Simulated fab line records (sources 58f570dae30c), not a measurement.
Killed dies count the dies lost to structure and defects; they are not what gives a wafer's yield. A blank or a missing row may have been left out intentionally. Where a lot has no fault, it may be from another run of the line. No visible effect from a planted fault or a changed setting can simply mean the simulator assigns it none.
Lot-split experiment / flow berkeley cmos170 / on a route of 331 steps: 5 lots, 23 wafers read

SPLIT DETAILS
At UCB170_ACTIVE_COAT_08 (resist thk 900 nm), the setting spin rpm was moved away from the recipe's 1500 rpm on 8 of the 23 wafers read, by -7.4% to +4.0%. The other wafers ran this setting at the recipe's value.

There is no step in the file separating the split from the reading.

THE READING
KrF_of_ACTIVE_COAT_08.thk nm (the simulator's own value, which no gauge read), in nm, at UCB170_ACTIVE_ETCH_15 (etches Si3N4 in CH3F/Ar/O2, stops on SiO2, target depth 242 nm, time 151 s). The file does not state a usual value for it. Here, 15 wafers ran the recipe; their average is 725.3 nm with a standard deviation of 3.3 nm.

wafer=L077.1; tool, chamber at the split=litho track-04, 0; spin rpm as run, rpm=1500; against the recipe=recipe; KrF_of_ACTIVE_COAT_08.thk nm, nm=723.6; against lot-mates on the recipe=-
wafer=L077.2; tool, chamber at the split=litho track-04, 0; spin rpm as run, rpm=1500; against the recipe=recipe; KrF_of_ACTIVE_COAT_08.thk nm, nm=728.8; against lot-mates on the recipe=-
wafer=L077.4; tool, chamber at the split=litho track-04, 0; spin rpm as run, rpm=1500; against the recipe=recipe; KrF_of_ACTIVE_COAT_08.thk nm, nm=721.8; against lot-mates on the recipe=-
wafer=L077.5; tool, chamber at the split=litho track-04, 0; spin rpm as run, rpm=1500; against the recipe=recipe; KrF_of_ACTIVE_COAT_08.thk nm, nm=725.7; against lot-mates on the recipe=-
wafer=L077.6; tool, chamber at the split=litho track-04, 0; spin rpm as run, rpm=1500; against the recipe=recipe; KrF_of_ACTIVE_COAT_08.thk nm, nm=729.1; against lot-mates on the recipe=-
wafer=L075.1; tool, chamber at the split=litho track-02, 0; spin rpm as run, rpm=1500; against the recipe=recipe; KrF_of_ACTIVE_COAT_08.thk nm, nm=726.8; against lot-mates on the recipe=-
wafer=L075.2; tool, chamber at the split=litho track-02, 0; spin rpm as run, rpm=1450; against the recipe=-3.3%; KrF_of_ACTIVE_COAT_08.thk nm, nm=746.2; against lot-mates on the recipe=+18.5
wafer=L075.3; tool, chamber at the split=litho track-02, 0; spin rpm as run, rpm=1450; against the recipe=-3.3%; KrF_of_ACTIVE_COAT_08.thk nm, nm=748.8; against lot-mates on the recipe=+21.0
wafer=L075.4; tool, chamber at the split=litho track-02, 0; spin rpm as run, rpm=1450; against the recipe=-3.3%; KrF_of_ACTIVE_COAT_08.thk nm, nm=744.3; against lot-mates on the recipe=+16.5
wafer=L075.6; tool, chamber at the split=litho track-02, 0; spin rpm as run, rpm=1500; against the recipe=recipe; KrF_of_ACTIVE_COAT_08.thk nm, nm=728.7; against lot-mates on the recipe=-
wafer=L076.1; tool, chamber at the split=litho track-04, 0; spin rpm as run, rpm=1560; against the recipe=+4.0%; KrF_of_ACTIVE_COAT_08.thk nm, nm=716.7; against lot-mates on the recipe=-5.7
wafer=L076.2; tool, chamber at the split=litho track-04, 0; spin rpm as run, rpm=1500; against the recipe=recipe; KrF_of_ACTIVE_COAT_08.thk nm, nm=722.2; against lot-mates on the recipe=-
wafer=L076.4; tool, chamber at the split=litho track-04, 0; spin rpm as run, rpm=1500; against the recipe=recipe; KrF_of_ACTIVE_COAT_08.thk nm, nm=725.4; against lot-mates on the recipe=-
wafer=L076.5; tool, chamber at the split=litho track-04, 0; spin rpm as run, rpm=1560; against the recipe=+4.0%; KrF_of_ACTIVE_COAT_08.thk nm, nm=706.5; against lot-mates on the recipe=-15.9
wafer=L076.6; tool, chamber at the split=litho track-04, 0; spin rpm as run, rpm=1500; against the recipe=recipe; KrF_of_ACTIVE_COAT_08.thk nm, nm=719.5; against lot-mates on the recipe=-
wafer=L079.1; tool, chamber at the split=litho track-03, 0; spin rpm as run, rpm=1389; against the recipe=-7.4%; KrF_of_ACTIVE_COAT_08.thk nm, nm=764.7; against lot-mates on the recipe=+36.8
wafer=L079.2; tool, chamber at the split=litho track-03, 0; spin rpm as run, rpm=1500; against the recipe=recipe; KrF_of_ACTIVE_COAT_08.thk nm, nm=723; against lot-mates on the recipe=-
wafer=L079.4; tool, chamber at the split=litho track-03, 0; spin rpm as run, rpm=1500; against the recipe=recipe; KrF_of_ACTIVE_COAT_08.thk nm, nm=732.8; against lot-mates on the recipe=-
wafer=L079.5; tool, chamber at the split=litho track-03, 0; spin rpm as run, rpm=1389; against the recipe=-7.4%; KrF_of_ACTIVE_COAT_08.thk nm, nm=758.8; against lot-mates on the recipe=+30.9
wafer=L079.6; tool, chamber at the split=litho track-03, 0; spin rpm as run, rpm=1389; against the recipe=-7.4%; KrF_of_ACTIVE_COAT_08.thk nm, nm=759; against lot-mates on the recipe=+31.1
wafer=L083.2; tool, chamber at the split=litho track-04, 0; spin rpm as run, rpm=1500; against the recipe=recipe; KrF_of_ACTIVE_COAT_08.thk nm, nm=725; against lot-mates on the recipe=-
wafer=L083.3; tool, chamber at the split=litho track-04, 0; spin rpm as run, rpm=1500; against the recipe=recipe; KrF_of_ACTIVE_COAT_08.thk nm, nm=723.1; against lot-mates on the recipe=-
wafer=L083.5; tool, chamber at the split=litho track-04, 0; spin rpm as run, rpm=1500; against the recipe=recipe; KrF_of_ACTIVE_COAT_08.thk nm, nm=723.9; against lot-mates on the recipe=-

THE FIT
A straight line over all 23 wafers: KrF_of_ACTIVE_COAT_08.thk nm changes by -4.7 nm for each +1% of spin rpm; r = -0.96; the points scatter about the line by 4.1 nm.
The same after taking each lot's own level away (the mean of its wafers on the recipe; 23 wafers): -4.23 nm for each +1%; r = -0.96; scatter 3.8 nm.
The reading moves by 31 nm for the largest change in spin rpm, on that fit.
Measured against the standard deviation above, the lots' own levels, which go from 722.37 to 727.90 nm, span 1.7 times it.
Thus the slope moves with the lot-to-lot level: the two fits are different.
Check: for one of the wafers moved furthest among these (-7.4%), held out of the fit, the line's prediction against its lot-mates is +31.3 nm. Against them it came out at +36.8 nm.

FURTHER SPLITS ON THESE WAFERS
Before the reading, these wafers also passed through other splits. Each is held against what the fit with the lots' levels taken away leaves over:
other split on the same wafers=UCB170_NWELL_OXIDATION_01 temp c; wafers away from the commonest value=15; r with KrF_of_ACTIVE_COAT_08.thk nm (lot level and that fit taken away)=+0.01
other split on the same wafers=UCB170_NWELL_PEB_10 peb temp c; wafers away from the commonest value=6; r with KrF_of_ACTIVE_COAT_08.thk nm (lot level and that fit taken away)=-0.04
other split on the same wafers=UCB170_PWELL_CVD_05 sih2cl2 flow sccm; wafers away from the commonest value=10; r with KrF_of_ACTIVE_COAT_08.thk nm (lot level and that fit taken away)=-0.03
other split on the same wafers=UCB170_PWELL_EXPOSE_10 dose mj; wafers away from the commonest value=2; r with KrF_of_ACTIVE_COAT_08.thk nm (lot level and that fit taken away)=+0.09

THE WHOLE CHAIN: every reading that the file lists as answering this split, in the file's order
step=UCB170_ACTIVE_COAT_08; what it does=resist thk 900 nm; reading=KrF_of_ACTIVE_COAT_08.thk nm (the simulator's own value, which no gauge read); change (the file's fit)=-4.55 nm for each +1% of the setting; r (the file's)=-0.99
step=UCB170_ACTIVE_ETCH_15; what it does=etches Si3N4 in CH3F/Ar/O2, stops on SiO2, target depth 242 nm, time 151 s; reading=KrF_of_ACTIVE_COAT_08.thk nm (the simulator's own value, which no gauge read); change (the file's fit)=-4.27 nm for each +1% of the setting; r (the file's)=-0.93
step=UCB170_ACTIVE_STRIP_16; what it does=strips in O2; reading=strip time to endpoint s; change (the file's fit)=withheld for each +1% of the setting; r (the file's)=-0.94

THE FILE'S OWN FIT
KrF_of_ACTIVE_COAT_08.thk nm changes by -4.27 nm for each +1% of spin rpm, r = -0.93.
